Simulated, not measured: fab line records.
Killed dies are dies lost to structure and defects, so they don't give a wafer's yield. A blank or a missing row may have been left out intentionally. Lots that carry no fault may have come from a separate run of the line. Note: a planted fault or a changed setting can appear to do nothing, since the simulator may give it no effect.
Problem report in the 8D (eight disciplines) form, filled by code    flow berkeleyCmos170    the parts of the form that need people (team, actions taken, sign-off) are left out

1. THE PROBLEM
Across 6 wafers from 2 lots, PLDD_TW at UCB170_PLDD_TW_MEAS_11 averages 1037, while fault-free wafers read 1012 with a standard deviation of 4.1. Measured from the usual mean, that is +6.1 standard deviations.
First observed at day 11 05:25: wafer L362.1, on filmMetro-04. Wafers with a number at this step in the record: 42, from 14 lots. By rule, "out" or "out of limits" means more than 4 standard deviations away from the usual mean. Any other wafer with a number is counted as sound.

2. WHAT IT IS; WHAT IT IS NOT
question                     is                      is not
which readings at this step  PLDD_TW                 -
which lots                   L362, L364              L345, L346, L347, L349, L350, L351, L353, L355, L358, L359, L367, L368
which wafers of those lots   all that have a number  -
read on which gauges         filmMetro-04            filmMetro-02, filmMetro-03
when                         from day 11 05:25       up to then (30 sound wafers); but 6 sound wafers of L367, L368 came after

3. WHAT RULES OUT EACH SUSPECT
Counting: a tool at a process step up to the reading stays a suspect if it ran every lot that is out and no sound lot after the first of them.
- ruled out: the gauge at UCB170_PLDD_TW_MEAS_11. All the wafers that are out were read on filmMetro-04, but those of them that UCB170_PLDD_IMPLANT_08 has rows for are out there too, on other tools.
- implanter-02 at UCB170_PLDD_IMPLANT_08: kept. It ran every lot that is out, first L362 (day 11 05:01), and no sound lot after that; its last sound lot up to then is L359 (day 10 01:52). Out on those wafers are its own readings of doseIonsCm2, faradayCurrentUA.
After counting, what remains is implanter-02 at UCB170_PLDD_IMPLANT_08.

4. THE CAUSE (what the simulator had put in)
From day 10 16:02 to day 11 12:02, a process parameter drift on implanter-02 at UCB170_PLDD_IMPLANT_08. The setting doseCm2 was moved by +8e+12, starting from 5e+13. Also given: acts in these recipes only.
Counting left only this tool.

5. THE EFFECT CHAIN, in route order
Each row: a reading where the mean over the struck wafers with a number is more than 3 standard deviations away from the usual. Only readings whose record carries a usual standard deviation are examined. hours: median over the lots of the time between each lot's start at the first step of this table that gives one and its start at this step. sigmas: the change, counted in usual standard deviations.
hours  step                        reading           usual          on struck wafers  change      sigmas
0      UCB170_PLDD_IMPLANT_08      doseIonsCm2       4.999e+13      5.801e+13         +8.020e+12  +99 or more
0      UCB170_PLDD_IMPLANT_08      faradayCurrentUA  158.2          182.9             +24.7       +8.5
0      UCB170_PLDD_TW_MEAS_11      PLDD_TW           1012           1037              +25         +6.1
18     UCB170_SDANNEAL_RS_MEAS_04  PLDD_RS           1031.3 ohm/sq  969.2             -62.1       -21
It contains these process steps:
- UCB170_PLDD_IMPLANT_08

6. HOW IT WOULD HAVE BEEN CAUGHT EARLIER
In this record the first reading out of limits at a measuring or inspecting step was taken at day 11 05:25, 13 hours after the fault began at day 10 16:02.
The tool's own readings at UCB170_PLDD_IMPLANT_08 were out on every struck wafer that the step has a row for (doseIonsCm2, faradayCurrentUA): an alarm limit on them would have fired on the first of those.
Lots out: 2; of these, L364 started UCB170_PLDD_IMPLANT_08 on implanter-02 after day 11 05:25. Putting the tool on hold at that point would have spared it.
